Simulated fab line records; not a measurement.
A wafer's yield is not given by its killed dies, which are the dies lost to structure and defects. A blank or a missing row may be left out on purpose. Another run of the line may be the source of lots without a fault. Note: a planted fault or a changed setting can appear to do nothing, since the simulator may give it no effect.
What tool caused it?	flow rit cmos	13 lots, 39 wafers sampled, at 3 steps of a route of 202

WHAT EACH GAUGE READ, for each wafer
RIT_PRETRO_OVL_MEAS_06. Usual: for PRETRO_OVL the level is -0.9 nm and the standard deviation is 1.3.
lot	measured	on	PRETRO_OVL (nm)	flag
L649	day 2 09:10	overlay-01	-0.2 -1.2 -0.9	
L651	day 2 16:41	overlay-02	-0.4 -0.6 0.0	
L652	day 3 01:22	overlay-01	0.6 2.0 1.6	
L653	day 3 04:23	overlay-01	0.1 0.0 -1.3	
L654	day 3 12:35	overlay-01	-0.5 0.1 1.5	
L655	day 3 16:56	overlay-01	- - -	OFF
L659	day 4 12:17	overlay-01	-2.2 -1.3 0.4	
L661	day 4 20:43	overlay-02	0.1 -2.3 -0.7	
L665	day 5 15:47	overlay-01	-2.9 -2.2 -2.7	
L666	day 5 21:11	overlay-01	0.0 -0.3 1.5	
L667	day 6 02:43	overlay-02	-3.0 -1.6 -2.6	
L670	day 6 16:19	overlay-01	0.9 -0.3 -0.9	
L671	day 6 22:08	overlay-02	-4.0 -2.6 -1.2	

RIT_PRETRO_TW_MEAS_10. Usual: for PRETRO_TW the level is 474 and the standard deviation is 5.
lot	measured	on	PRETRO_TW	flag
L649	day 2 09:47	film metro-02	475 478 477	
L651	day 2 17:20	film metro-02	477 475 474	
L652	day 3 01:59	film metro-01	465 467 463	
L653	day 3 05:01	film metro-03	479 479 480	
L654	day 3 13:12	film metro-01	465 468 467	
L655	day 3 17:32	film metro-01	30 29 29	OFF
L659	day 4 12:54	film metro-02	475 471 472	
L661	day 4 21:20	film metro-03	474 477 475	
L665	day 5 16:25	film metro-01	468 466 467	
L666	day 5 21:47	film metro-02	476 474 473	
L667	day 6 03:20	film metro-02	472 472 473	
L670	day 6 16:56	film metro-02	474 472 474	
L671	day 6 22:45	film metro-03	481 483 477	

WHICH TOOL RAN EACH LOT (tool, then ch and the chambers of the sampled wafers, then the start)
lot	RIT_PRETRO_EXPOSE_03
L649	iline stepper-01 ch 0, day 2 08:44
L651	iline stepper-01 ch 0, day 2 16:16
L652	iline stepper-01 ch 0, day 3 00:58
L653	iline stepper-02 ch 0, day 3 03:58
L654	iline stepper-02 ch 0, day 3 12:10
L655	iline stepper-02 ch 0, day 3 16:30
L659	iline stepper-02 ch 0, day 4 11:50
L661	iline stepper-02 ch 0, day 4 20:17
L665	iline stepper-02 ch 0, day 5 15:23
L666	iline stepper-01 ch 0, day 5 20:45
L667	iline stepper-02 ch 0, day 6 02:17
L670	iline stepper-01 ch 0, day 6 15:54
L671	iline stepper-02 ch 0, day 6 21:43
- RIT_PRETRO_EXPOSE_03: exposes mask M5, target cd 43700 nm.

WHAT THE TOOLS THEMSELVES READ (means of the sampled wafers that have a number; where no wafer has one, the mark that the record gives instead)
The record holds no such reading with a usual standard deviation.

THE ANSWER, worked out from the rows above alone
Rule: a lot counts as off when the mean over its wafers that have a number is more than 3 standard deviations away from the usual mean. Also off: a lot with no number at a reading for which 4 or more lots have one. All remaining lots with rows at the step are treated as sound. The gauges are gone through in route order, then the tools' own readings, and for those a lot's mean is taken as printed above. At the first step where some lot is off, the reading lying furthest off is the one used; lots without a number count as furthest.
Off: L655, at RIT_PRETRO_OVL_MEAS_06 (PRETRO_OVL). Without a number there: L655.
If a tool, at a process step before that reading, ran all the lots that are off and no sound lot after the first of them, it fits. The gauges at RIT_PRETRO_OVL_MEAS_06 aren't tried: what is off there is off at RIT_PRETRO_TW_MEAS_10 too, on other tools, and a gauge's error can't cause that. None of those tried fits.

WHAT WAS PUT IN BY THE SIMULATOR
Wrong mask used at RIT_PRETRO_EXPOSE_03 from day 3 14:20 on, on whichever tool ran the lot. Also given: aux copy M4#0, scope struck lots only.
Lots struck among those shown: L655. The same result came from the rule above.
